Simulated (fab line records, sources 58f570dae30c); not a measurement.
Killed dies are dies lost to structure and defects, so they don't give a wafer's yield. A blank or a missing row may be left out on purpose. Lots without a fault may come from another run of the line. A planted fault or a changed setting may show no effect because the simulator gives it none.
Which tool did it? | flow berkeley_cmos170 | 12 lots, 36 wafers sampled, at 5 steps of a route of 331

WHAT THE GAUGES READ, wafer by wafer
UCB170_PFIELD_OVL_MEAS_06.
lot  | measured    | on         | PFIELD_OVL (nm)
L560 | day 5 00:18 | overlay-01 | 4 0 5
L562 | day 5 17:21 | overlay-01 | 6 3 7
L561 | day 5 17:54 | overlay-01 | 8 -3 -1
L563 | day 6 00:25 | overlay-01 | -2 6 6
L565 | day 6 00:58 | overlay-02 | 4 -3 -4
L564 | day 6 00:59 | overlay-01 | 3 1 5
L568 | day 7 08:25 | overlay-02 | 13 7 12
L572 | day 7 14:00 | overlay-01 | 6 6 -6
L575 | day 7 18:08 | overlay-02 | 10 10 10
L577 | day 8 04:58 | overlay-01 | 1 -7 -3
L578 | day 8 05:14 | overlay-02 | 3 12 5
L582 | day 9 18:50 | overlay-01 | -2 6 3

UCB170_PVT_OVL_MEAS_06.
lot  | measured     | on         | PVT_OVL (nm)
L560 | day 6 04:56  | overlay-02 | 7 1 5
L562 | day 7 07:19  | overlay-02 | 1 6 4
L561 | day 7 08:08  | overlay-01 | 5 5 -1
L563 | day 7 15:08  | overlay-01 | 7 10 5
L565 | day 7 15:17  | overlay-02 | 14 1 0
L564 | day 7 14:25  | overlay-01 | 10 -1 2
L568 | day 9 08:48  | overlay-02 | -5 3 1
L572 | day 9 08:31  | overlay-02 | 2 6 12
L575 | day 9 09:19  | overlay-02 | -10 4 -1
L577 | day 10 01:31 | overlay-02 | 1 4 6
L578 | day 10 01:27 | overlay-01 | 6 4 1
L582 | day 11 08:37 | overlay-01 | 9 5 10

UCB170_SDANNEAL_RS_MEAS_05: measures by four-point-probe.
lot  | measured     | on            | NLDD_RS (ohm/sq)
L560 | day 7 20:21  | film_metro-03 | 616.9 616.1 615.6
L562 | day 8 11:55  | film_metro-02 | 613.6 615.3 614.9
L561 | day 8 12:15  | film_metro-03 | 613.6 613.9 613.7
L563 | day 8 20:56  | film_metro-02 | 616.7 618.3 617.4
L565 | day 8 20:44  | film_metro-04 | 614.3 615.4 616.7
L564 | day 8 21:08  | film_metro-03 | 614.6 614.0 614.7
L568 | day 10 17:05 | film_metro-04 | 627.7 627.5 628.4
L572 | day 10 17:40 | film_metro-04 | 627.1 625.6 626.3
L575 | day 10 18:09 | film_metro-04 | 618.0 618.5 617.0
L577 | day 11 15:34 | film_metro-03 | 615.3 616.0 617.6
L578 | day 11 14:53 | film_metro-04 | 618.7 618.3 618.5
L582 | day 12 17:17 | film_metro-04 | 616.0 616.9 618.0

UCB170_V2_OVL_MEAS_13.
lot  | measured     | on         | V2_OVL (nm)
L560 | day 8 16:04  | overlay-01 | -5 -2 2
L562 | day 9 03:41  | overlay-01 | -10 -11 -9
L561 | day 9 06:43  | overlay-01 | -4 4 5
L563 | day 9 14:39  | overlay-01 | -5 -6 -3
L565 | day 9 13:34  | overlay-01 | -4 -6 -4
L564 | day 9 16:37  | overlay-02 | -5 -4 -4
L568 | day 11 16:09 | overlay-01 | 5 0 3
L572 | day 11 17:25 | overlay-01 | -9 -3 -6
L575 | day 11 17:49 | overlay-01 | 0 3 2
L577 | day 12 09:58 | overlay-02 | -13 -16 -6
L578 | day 12 09:41 | overlay-02 | 5 -7 -3
L582 | day 13 11:02 | overlay-01 | 3 7 8

WHICH TOOL RAN EACH LOT (tool, then ch and the chambers of the sampled wafers, then the start)
lot  | UCB170_NLDD_IMPLANT_09
L560 | implanter-03 ch 0, day 7 09:46
L562 | implanter-04 ch 0, day 7 23:55
L561 | implanter-02 ch 0, day 7 23:28
L563 | implanter-03 ch 0, day 8 09:34
L565 | implanter-02 ch 0, day 8 09:10
L564 | implanter-04 ch 0, day 8 09:52
L568 | implanter-04 ch 0, day 10 04:01
L572 | implanter-04 ch 0, day 10 04:21
L575 | implanter-02 ch 0, day 10 04:37
L577 | implanter-03 ch 0, day 11 00:02
L578 | implanter-02 ch 0, day 10 23:31
L582 | implanter-02 ch 0, day 12 04:17
- UCB170_NLDD_IMPLANT_09

WHAT THE TOOLS THEMSELVES READ (means of the sampled wafers that have a number; where no wafer has one, the mark that the record gives instead)
UCB170_NLDD_IMPLANT_09.
lot  | tool         | dose_ions_cm2
L560 | implanter-03 | 5e+13
L562 | implanter-04 | 5e+13
L561 | implanter-02 | 5e+13
L563 | implanter-03 | 5e+13
L565 | implanter-02 | 5e+13
L564 | implanter-04 | 5e+13
L568 | implanter-04 | 5e+13
L572 | implanter-04 | 5e+13
L575 | implanter-02 | 5e+13
L577 | implanter-03 | 5e+13
L578 | implanter-02 | 5e+13
L582 | implanter-02 | 5e+13

THE ANSWER, worked out from the rows above alone
Rule: what is usual is taken from the lots themselves. Put in order of their means at a reading, lots are off if they are a third of the lots or fewer, leave a main group of 4 or more, and stand apart from it by a gap of 3 or more times the standard deviation of the main group's means; of several such gaps the widest counts. A main group whose means are all the same, to the digits that the tables above print for the reading, isn't used. A lot without any number at a reading at which 4 lots or more have one is off too. The other lots that the step has rows for count as sound. The gauges are gone through in route order, then the tools' own readings, and for those a lot's mean is taken as printed above. The first step at which some lot is off is used, and at that step the reading that is off furthest; a lot without a number counts as furthest.
Off: L568, L572, at UCB170_SDANNEAL_RS_MEAS_05 (NLDD_RS). The main group: mean 616.1 ohm/sq, standard deviation 1.5.
A tool fits if, at a process step before that reading, it ran every lot that is off, and no sound lot after the first of them. The gauges at UCB170_SDANNEAL_RS_MEAS_05 are tried like those tools. One fits: implanter-04 at UCB170_NLDD_IMPLANT_09. Its last sound lot is L564 (day 8 09:52), its first lot that is off L568 (day 10 04:01): a fault that began between those two fits.

WHAT THE SIMULATOR HAD PUT IN
Process parameter drift: implanter-04, from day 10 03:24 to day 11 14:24, at UCB170_NLDD_IMPLANT_09. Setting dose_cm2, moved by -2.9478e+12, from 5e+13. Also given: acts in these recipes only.
Lots struck among those shown: L568, L572. The rule above found the same.
